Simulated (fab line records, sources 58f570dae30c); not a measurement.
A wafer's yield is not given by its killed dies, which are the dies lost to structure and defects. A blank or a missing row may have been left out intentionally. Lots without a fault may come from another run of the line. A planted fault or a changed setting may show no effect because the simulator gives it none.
Matching of chambers ; flow berkeleyCmos170 ; rieDiel-04 running UCB170_V1_ETCH_14: 4 sister chambers
The step etches SiO2 in CHF3/CF4/Ar, stops on Al, target depth 1250 nm, time 291 s. 14 wafers are shown with their chamber, then 7 later ones without.

## WAFERS WITH THEIR CHAMBER
wafer;chamber;throttleValvePct (%);CHF3_flow_sccm (sccm);mfcArSccm (sccm)
L804.1;1;6.94;44.87;150.0
L804.4;0;6.86;44.83;148.9
L804.5;3;7.06;45.17;149.6
L803.2;1;6.93;44.88;149.8
L803.4;2;7.01;44.87;150.5
L803.5;3;7.07;45.05;150.0
L805.1;0;6.85;44.67;149.9
L805.3;2;7.00;44.68;150.2
L805.5;0;6.88;44.89;149.7
L807.3;0;6.85;44.78;149.9
L807.5;1;6.91;44.83;150.1
L807.6;0;6.87;44.84;149.8
L810.1;2;7.00;44.98;150.4
L810.2;1;6.93;45.13;150.4

SIGNATURES, as means of the wafers listed above
reading;chamber 0;chamber 1;chamber 2;chamber 3;scatter within a chamber
throttleValvePct;6.8620;6.9275;7.0033;7.0650;0.0113
CHF3_flow_sccm;44.8020;44.9275;44.8433;45.1100;0.117
mfcArSccm;149.640;150.075;150.367;149.800;0.32
Rule: a wafer's distance from a chamber is the root of the sum, over the readings, of the square of ((its reading less the chamber's mean) divided by the reading's scatter). If the next closest chamber is less than 2 further off than the closest, the wafer can't be placed; otherwise it belongs to the closest. The scatter is the square root of a quotient: the sum, over the shown wafers, of each reading's squared deviation from its chamber's mean, divided by wafers minus chambers.

## WAFERS MISSING THEIR CHAMBER
wafer;throttleValvePct (%);CHF3_flow_sccm (sccm);mfcArSccm (sccm)
L810.5;6.85;45.09;149.3
L814.3;6.84;45.21;150.0
L814.4;6.93;44.94;150.3
L814.5;7.07;45.00;151.0
L822.1;7.01;44.89;149.9
L822.5;7.06;45.03;150.7
L822.6;6.86;44.77;149.7

## WHICH CHAMBER EACH ONE RAN IN
wafer;from the rows above;in truth
L810.5;0;0
L814.3;0;0
L814.4;1;1
L814.5;3;3
L822.1;2;2
L822.5;3;3
L822.6;0;0
7 of 7 placed correctly. Can't be placed from these rows: 0. Placed wrongly: 0.
